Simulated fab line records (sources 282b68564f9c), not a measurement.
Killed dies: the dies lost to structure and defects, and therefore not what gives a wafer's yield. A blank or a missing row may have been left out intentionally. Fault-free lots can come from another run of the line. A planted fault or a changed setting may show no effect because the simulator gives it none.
fab line records + flow rit-cmos
record
- lots=13
- wafers=39
- last-day=7
route steps=202 shown CONTACT@168
lots that met no fault: taken from a fault-free run of the same line
start-h: hours from the record's opening day to when the first of the lot's shown wafers began + wait-h: hours since the lot's step before + " identical to the entry in the row above + L1.1+2: several wafers, shown together as one row + - value missing, or start not given + * or withheld: withheld + < > ~ a bound
route shown NAME@n: names a module that has steps shown in the file, with the first one's number in the route + usual: average and standard deviation across the fault-free wafers + same: alike in all rows + chamber/n: place in a boat + sites: each site's reading + _std_site: standard deviation across them + _edge_site: the outer-site mean with the inner-site mean subtracted + radius-mm: how far each site lies from the wafer's centre + mask NAME#n: copy n + behind: tool/chamber where the wafer was last shaped + hold: the reason the lot was held/the length of the hold in hours/how it ended + device: the n, p or np transistor that did not switch + end of line: the tests these same wafers got at the end of their route + where a step has no rows: the recipe by itself + killed: count of dies lost to structure and defects at first sort (not the wafer's yield) + map: a wafer's dies, marking killed ones x, the rest . and places with no die _
set.NAME: the setting the step ran with; set.NAME@STEP: the setting that earlier step ran with + model.NAME: the simulator's own value behind a step, which no gauge read
one table for each step of the route and one row for each wafer, over a sample of lots
services: the hour from which a tool's chamber was out of use, counted from the record's first day as start-h (under 0 if before that day), plus the number of hours and why
## steps
# step RIT_CONTACT_CVD_00
# recipe
- material=SiO2
- target-thk-nm=400
- precursor=TEOS
- temp-c=390
- time-s=63.28
- rf-w=400
# usual
- heater-power-w=319/50
| lot.wafer | tool     | chamber | start-h | wait-h | heater-power-w |
|-----------|----------|---------|---------|--------|----------------|
| L106.3    | pecvd-02 | 2       | 51.37   | 0.0    | 342            |
| L106.4    | "        | 0       | "       | "      | 295            |
| L106.5    | "        | 1       | "       | "      | 284            |
| L107.3    | pecvd-01 | 2       | 55.63   | 0.0    | 308            |
| L107.4    | "        | 2       | "       | "      | 323            |
| L107.6    | "        | 0       | "       | "      | 301            |
| L108.1    | pecvd-04 | 1       | 60.27   | 0.1    | 268            |
| L108.2    | "        | 2       | "       | "      | 432            |
| L108.6    | "        | 1       | "       | "      | 278            |
| L110.2    | pecvd-01 | 0       | 71.73   | 0.0    | 326            |
| L110.4    | "        | 0       | "       | "      | 246            |
| L110.5    | "        | 2       | "       | "      | 236            |
| L112.3    | pecvd-02 | 0       | 80.69   | 0.0    | 316            |
| L112.4    | "        | 1       | "       | "      | 322            |
| L112.6    | "        | 2       | "       | "      | 284            |
| L114.2    | pecvd-04 | 1       | 92.13   | 0.1    | 230            |
| L114.3    | "        | 0       | "       | "      | 397            |
| L114.4    | "        | 0       | "       | "      | 407            |
| L116.2    | pecvd-01 | 1       | 99.95   | 0.1    | 319            |
| L116.3    | "        | 0       | "       | "      | 256            |
| L116.5    | "        | 0       | "       | "      | 276            |
| L120.1    | pecvd-04 | 1       | 120.98  | 0.1    | 283            |
| L120.2    | "        | 2       | "       | "      | 407            |
| L120.6    | "        | 2       | "       | "      | 425            |
| L123.4    | pecvd-04 | 0       | 136.37  | 0.0    | 349            |
| L123.5    | "        | 2       | "       | "      | 431            |
| L123.6    | "        | 1       | "       | "      | 293            |
| L126.2    | pecvd-04 | 0       | 150.83  | 0.0    | 413            |
| L126.3    | "        | 2       | "       | "      | 391            |
| L126.4    | "        | 2       | "       | "      | 405            |
| L127.1    | pecvd-02 | 2       | 156.11  | 0.1    | 343            |
| L127.4    | "        | 0       | "       | "      | 285            |
| L127.6    | "        | 1       | "       | "      | 245            |
| L128.4    | pecvd-01 | 0       | 160.62  | 0.0    | 307            |
| L128.5    | "        | 2       | "       | "      | 323            |
| L128.6    | "        | 1       | "       | "      | 293            |
| L129.2    | pecvd-04 | 2       | 164.94  | 0.0    | 430            |
| L129.4    | "        | 1       | "       | "      | 228            |
| L129.5    | "        | 0       | "       | "      | 365            |
# step RIT_CONTACT_THK_MEAS_01
# recipe
- reads=SiO2_of_CONTACT_CVD_00
# usual
- CONTACT_TEOS_THK=416/5.5
| lot.wafer | tool          | chamber | start-h | wait-h | CONTACT_TEOS_THK[nm] |
|-----------|---------------|---------|---------|--------|----------------------|
| L106.3    | film-metro-04 | -       | 51.44   | 0.0    | 417                  |
| L106.4    | "             | -       | "       | "      | 421                  |
| L106.5    | "             | -       | "       | "      | 416                  |
| L107.3    | film-metro-04 | -       | 55.70   | 0.0    | 413                  |
| L107.4    | "             | -       | "       | "      | 421                  |
| L107.6    | "             | -       | "       | "      | 420                  |
| L108.1    | film-metro-04 | -       | 60.33   | 0.0    | 411                  |
| L108.2    | "             | -       | "       | "      | 406                  |
| L108.6    | "             | -       | "       | "      | 423                  |
| L110.2    | film-metro-01 | -       | 71.79   | 0.0    | 416                  |
| L110.4    | "             | -       | "       | "      | 426                  |
| L110.5    | "             | -       | "       | "      | 423                  |
| L112.3    | film-metro-01 | -       | 80.76   | 0.0    | 406                  |
| L112.4    | "             | -       | "       | "      | 415                  |
| L112.6    | "             | -       | "       | "      | 422                  |
| L114.2    | film-metro-04 | -       | 92.19   | 0.0    | 419                  |
| L114.3    | "             | -       | "       | "      | 414                  |
| L114.4    | "             | -       | "       | "      | 421                  |
| L116.2    | film-metro-01 | -       | 100.01  | 0.0    | 414                  |
| L116.3    | "             | -       | "       | "      | 539                  |
| L116.5    | "             | -       | "       | "      | 546                  |
| L120.1    | film-metro-04 | -       | 121.03  | 0.0    | 422                  |
| L120.2    | "             | -       | "       | "      | 419                  |
| L120.6    | "             | -       | "       | "      | 424                  |
| L123.4    | film-metro-01 | -       | 136.42  | 0.0    | 413                  |
| L123.5    | "             | -       | "       | "      | 416                  |
| L123.6    | "             | -       | "       | "      | 419                  |
| L126.2    | film-metro-04 | -       | 150.89  | 0.0    | 411                  |
| L126.3    | "             | -       | "       | "      | 413                  |
| L126.4    | "             | -       | "       | "      | 413                  |
| L127.1    | film-metro-03 | -       | 156.16  | 0.0    | 417                  |
| L127.4    | "             | -       | "       | "      | 415                  |
| L127.6    | "             | -       | "       | "      | 415                  |
| L128.4    | film-metro-03 | -       | 160.68  | 0.0    | 424                  |
| L128.5    | "             | -       | "       | "      | 419                  |
| L128.6    | "             | -       | "       | "      | 424                  |
| L129.2    | film-metro-04 | -       | 165.00  | 0.0    | 409                  |
| L129.4    | "             | -       | "       | "      | 418                  |
| L129.5    | "             | -       | "       | "      | 417                  |
## services
| tool     | chamber | start-h | hours | kind   |
|----------|---------|---------|-------|--------|
| pecvd-01 | -       | 59.08   | 1.0   | repair |
| pecvd-02 | -       | 73.81   | 1.2   | repair |
| pecvd-02 | 2       | 108.58  | 6.1   | repair |
| pecvd-04 | 1       | 113.40  | 3.5   | repair |
| pecvd-04 | -       | 117.24  | 0.8   | repair |
| pecvd-01 | 2       | 130.55  | 7.8   | repair |
| pecvd-04 | 1       | 159.49  | 4.0   | repair |
## key
first-sign
- step=RIT_CONTACT_THK_MEAS_01
- reading=CONTACT_TEOS_THK
- direction=up
- sigmas=23
- usual=416
- struck=543
effect none on later readings
met-at RIT_CONTACT_CVD_00
struck-lots L116
struck-wafers L116.3,L116.5
later-rows-left-out L116.3,L116.5
sort-left-out L116.3,L116.5
tester-left-out L116
onset-between 71.73 99.95
fault
- kind=process-parameter-drift
- tool=pecvd-01
- chamber=0
- onset-h=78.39
- steps=RIT_CONTACT_CVD_00
- channel=target-thk-nm
- offset=117.64
- shape=step
- end-h=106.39
- stated=400
# tester-left-out: of these lots the tester's yield and bins aren't shown, on N5 and GAA mostly nor the transistor test; their killed dies are dies lost to structure and defects alone, not to doping, threshold or leakage, so they don't give the yield
# sort-left-out: the simulated sort isn't trusted on such a fault, so these wafers' sort isn't shown, and their yield isn't known
# later-rows-left-out: the simulator's readings of these wafers behind a module that went badly wrong aren't trusted and aren't shown, but for the sort
